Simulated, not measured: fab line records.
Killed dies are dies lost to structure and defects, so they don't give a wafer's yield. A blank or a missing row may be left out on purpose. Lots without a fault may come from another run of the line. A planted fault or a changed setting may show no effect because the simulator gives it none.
Which tool was responsible? / flow berkeley_cmos170 / Sampling: 14 lots, 42 wafers, 4 of 331 route steps

== WHAT EACH GAUGE READ, for each wafer ==
UCB170_ACTIVE_CD_MEAS_13: the cd target is 1200 nm. Usual: 1200.0 nm for cd_nm, sd 1.5.
lot=L456; measured=day 4 01:16; on=cd_sem-02; cd_nm (nm)=1199.4 1200.4 1201.3; flag=
lot=L457; measured=day 4 12:28; on=cd_sem-02; cd_nm (nm)=1201.9 1201.0 1201.6; flag=
lot=L458; measured=day 4 12:49; on=cd_sem-01; cd_nm (nm)=1200.3 1200.9 1199.7; flag=
lot=L460; measured=day 5 04:53; on=cd_sem-01; cd_nm (nm)=1199.3 1199.3 1199.8; flag=
lot=L461; measured=day 5 11:16; on=cd_sem-01; cd_nm (nm)=1200.6 1199.7 1199.9; flag=
lot=L463; measured=day 5 18:01; on=cd_sem-02; cd_nm (nm)=1200.4 1199.8 1198.5; flag=
lot=L464; measured=day 6 06:44; on=cd_sem-01; cd_nm (nm)=1198.4 1198.4 1198.4; flag=
lot=L468; measured=day 6 14:08; on=cd_sem-02; cd_nm (nm)=1200.6 1201.7 1202.8; flag=
lot=L466; measured=day 6 14:23; on=cd_sem-02; cd_nm (nm)=1197.7 1199.2 1198.1; flag=
lot=L467; measured=day 6 14:23; on=cd_sem-01; cd_nm (nm)=1197.9 1195.4 1195.9; flag=
lot=L476; measured=day 8 08:56; on=cd_sem-01; cd_nm (nm)=1202.9 1202.4 1201.8; flag=
lot=L477; measured=day 8 19:07; on=cd_sem-02; cd_nm (nm)=1199.7 1201.3 1198.8; flag=
lot=L479; measured=day 9 01:17; on=cd_sem-01; cd_nm (nm)=1201.8 1202.2 1202.2; flag=
lot=L478; measured=day 9 01:32; on=cd_sem-02; cd_nm (nm)=1201.2 1199.5 1201.0; flag=

UCB170_GATE_THK_MEAS_02. Usual: for GATE_OXIDE_THK the level is 6.62 nm and the standard deviation is 0.13.
lot=L456; measured=day 5 08:55; on=film_metro-02; GATE_OXIDE_THK (nm)=6.44 6.53 6.43; flag=
lot=L457; measured=day 5 21:02; on=film_metro-03; GATE_OXIDE_THK (nm)=6.69 6.50 6.62; flag=
lot=L458; measured=day 5 21:02; on=film_metro-02; GATE_OXIDE_THK (nm)=6.46 6.41 6.37; flag=
lot=L460; measured=day 6 21:47; on=film_metro-03; GATE_OXIDE_THK (nm)=6.69 6.58 6.57; flag=
lot=L461; measured=day 6 21:47; on=film_metro-02; GATE_OXIDE_THK (nm)=6.85 6.67 6.63; flag=
lot=L463; measured=day 7 12:08; on=film_metro-02; GATE_OXIDE_THK (nm)=6.51 6.56 6.65; flag=
lot=L464; measured=day 7 22:13; on=film_metro-01; GATE_OXIDE_THK (nm)=6.63 6.62 6.61; flag=
lot=L468; measured=day 8 09:43; on=film_metro-03; GATE_OXIDE_THK (nm)=6.75 6.76 6.77; flag=
lot=L466; measured=day 8 09:42; on=film_metro-01; GATE_OXIDE_THK (nm)=6.72 6.76 6.85; flag=
lot=L467; measured=day 8 13:51; on=film_metro-02; GATE_OXIDE_THK (nm)=6.58 6.46 6.37; flag=
lot=L476; measured=day 10 01:07; on=film_metro-01; GATE_OXIDE_THK (nm)=6.69 6.62 6.84; flag=
lot=L477; measured=day 10 12:32; on=film_metro-03; GATE_OXIDE_THK (nm)=6.65 6.65 6.64; flag=
lot=L479; measured=day 10 12:33; on=film_metro-02; GATE_OXIDE_THK (nm)=6.84 6.70 6.78; flag=
lot=L478; measured=day 10 12:37; on=film_metro-03; GATE_OXIDE_THK (nm)=6.83 6.85 6.71; flag=

UCB170_GATE_CD_MEAS_12: the cd target is 350 nm. Usual: 349.9 nm for cd_nm, sd 1.4.
lot=L456; measured=day 5 14:50; on=cd_sem-02; cd_nm (nm)=351.1 351.4 349.4; flag=
lot=L457; measured=day 6 04:45; on=cd_sem-02; cd_nm (nm)=347.2 346.9 345.6; flag=
lot=L458; measured=day 6 04:30; on=cd_sem-02; cd_nm (nm)=352.0 350.7 350.5; flag=
lot=L460; measured=day 7 07:07; on=cd_sem-02; cd_nm (nm)=349.8 349.4 347.5; flag=
lot=L461; measured=day 7 07:11; on=cd_sem-01; cd_nm (nm)=349.1 349.9 348.8; flag=
lot=L463; measured=day 7 21:31; on=cd_sem-02; cd_nm (nm)=348.9 349.5 347.3; flag=
lot=L464; measured=day 8 06:10; on=cd_sem-01; cd_nm (nm)=350.8 350.1 350.1; flag=
lot=L468; measured=day 8 16:49; on=cd_sem-02; cd_nm (nm)=350.6 350.2 351.6; flag=
lot=L466; measured=day 8 16:40; on=cd_sem-02; cd_nm (nm)=350.2 348.9 352.1; flag=
lot=L467; measured=day 8 21:13; on=cd_sem-01; cd_nm (nm)=348.7 348.0 347.9; flag=
lot=L476; measured=day 10 08:08; on=cd_sem-02; cd_nm (nm)=349.3 349.4 349.9; flag=
lot=L477; measured=day 10 23:11; on=cd_sem-02; cd_nm (nm)=349.1 348.8 349.4; flag=
lot=L479; measured=day 10 23:19; on=cd_sem-02; cd_nm (nm)=351.0 352.1 349.8; flag=
lot=L478; measured=day 10 23:34; on=cd_sem-02; cd_nm (nm)=351.3 352.2 352.6; flag=

== WHAT TOOL EACH LOT RAN ON (gives the tool, then ch and the chambers of the sampled wafers, and finally the start) ==
lot=L456; UCB170_PFIELD_EXPOSE_03=krf_scanner-02 ch 0, day 4 02:50
lot=L457; UCB170_PFIELD_EXPOSE_03=krf_scanner-01 ch 0, day 4 13:56
lot=L458; UCB170_PFIELD_EXPOSE_03=krf_scanner-01 ch 0, day 4 14:16
lot=L460; UCB170_PFIELD_EXPOSE_03=krf_scanner-01 ch 0, day 5 10:36
lot=L461; UCB170_PFIELD_EXPOSE_03=krf_scanner-02 ch 0, day 5 13:12
lot=L463; UCB170_PFIELD_EXPOSE_03=krf_scanner-01 ch 0, day 5 19:27
lot=L464; UCB170_PFIELD_EXPOSE_03=krf_scanner-02 ch 0, day 6 08:11
lot=L468; UCB170_PFIELD_EXPOSE_03=krf_scanner-02 ch 0, day 6 15:20
lot=L466; UCB170_PFIELD_EXPOSE_03=krf_scanner-01, day 6 16:19
lot=L467; UCB170_PFIELD_EXPOSE_03=krf_scanner-01, day 6 16:36
lot=L476; UCB170_PFIELD_EXPOSE_03=krf_scanner-02 ch 0, day 8 10:18
lot=L477; UCB170_PFIELD_EXPOSE_03=krf_scanner-01 ch 0, day 8 20:48
lot=L479; UCB170_PFIELD_EXPOSE_03=krf_scanner-02 ch 0, day 9 02:31
lot=L478; UCB170_PFIELD_EXPOSE_03=krf_scanner-01 ch 0, day 9 02:45
- UCB170_PFIELD_EXPOSE_03: exposes mask PFIELD, target cd 1500 nm.

== AS READ BY THE TOOLS THEMSELVES (means over the sampled wafers that have a number; for cases with no such wafer, the mark the record gives instead) ==
UCB170_PFIELD_EXPOSE_03. Usual: exposure_dose_mJ_cm2 30.00, standard deviation 0.031; focus_offset_nm 0.0 nm, standard deviation 0.53; reticle_temp_C 23.01 C, standard deviation 0.092.
lot=L456; tool=krf_scanner-02; exposure_dose_mJ_cm2=30.02; focus_offset_nm (nm)=0.8; reticle_temp_C (C)=23.13; flag=
lot=L457; tool=krf_scanner-01; exposure_dose_mJ_cm2=29.99; focus_offset_nm (nm)=0.0; reticle_temp_C (C)=23.09; flag=
lot=L458; tool=krf_scanner-01; exposure_dose_mJ_cm2=30.01; focus_offset_nm (nm)=0.4; reticle_temp_C (C)=23.01; flag=
lot=L460; tool=krf_scanner-01; exposure_dose_mJ_cm2=29.96; focus_offset_nm (nm)=-0.3; reticle_temp_C (C)=23.00; flag=
lot=L461; tool=krf_scanner-02; exposure_dose_mJ_cm2=29.94; focus_offset_nm (nm)=0.0; reticle_temp_C (C)=23.06; flag=
lot=L463; tool=krf_scanner-01; exposure_dose_mJ_cm2=29.98; focus_offset_nm (nm)=-0.0; reticle_temp_C (C)=22.91; flag=
lot=L464; tool=krf_scanner-02; exposure_dose_mJ_cm2=30.00; focus_offset_nm (nm)=-0.6; reticle_temp_C (C)=23.02; flag=
lot=L468; tool=krf_scanner-02; exposure_dose_mJ_cm2=29.98; focus_offset_nm (nm)=0.6; reticle_temp_C (C)=22.93; flag=
lot=L466; tool=krf_scanner-01; exposure_dose_mJ_cm2=-; focus_offset_nm (nm)=-; reticle_temp_C (C)=-; flag=OFF
lot=L467; tool=krf_scanner-01; exposure_dose_mJ_cm2=-; focus_offset_nm (nm)=-; reticle_temp_C (C)=-; flag=OFF
lot=L476; tool=krf_scanner-02; exposure_dose_mJ_cm2=29.98; focus_offset_nm (nm)=-0.2; reticle_temp_C (C)=23.03; flag=
lot=L477; tool=krf_scanner-01; exposure_dose_mJ_cm2=30.00; focus_offset_nm (nm)=-0.6; reticle_temp_C (C)=23.02; flag=
lot=L479; tool=krf_scanner-02; exposure_dose_mJ_cm2=29.99; focus_offset_nm (nm)=-0.4; reticle_temp_C (C)=22.95; flag=
lot=L478; tool=krf_scanner-01; exposure_dose_mJ_cm2=30.00; focus_offset_nm (nm)=0.1; reticle_temp_C (C)=23.06; flag=

== THE ANSWER, worked out from the rows above alone ==
Rule: a lot is off if the mean of its wafers that have a number lies more than 3 standard deviations from the usual mean. Also off: a lot with no number at a reading for which 4 or more lots have one. All remaining lots with rows at the step are treated as sound. Order of review: gauges by route order, followed by the tools' own readings, for which a lot's mean as printed above is used. The first step at which some lot is off is used, and at that step the reading that is off furthest; a lot without a number counts as furthest.
Off: L466, L467, at UCB170_PFIELD_EXPOSE_03 (exposure_dose_mJ_cm2). Without a number there: L466, L467.
A tool fits if, at that step or a process step before it, it ran every lot that is off, and no sound lot after the first of them. Not one of the candidates tried fits.

== WHAT THE SIMULATOR HAD INSERTED ==
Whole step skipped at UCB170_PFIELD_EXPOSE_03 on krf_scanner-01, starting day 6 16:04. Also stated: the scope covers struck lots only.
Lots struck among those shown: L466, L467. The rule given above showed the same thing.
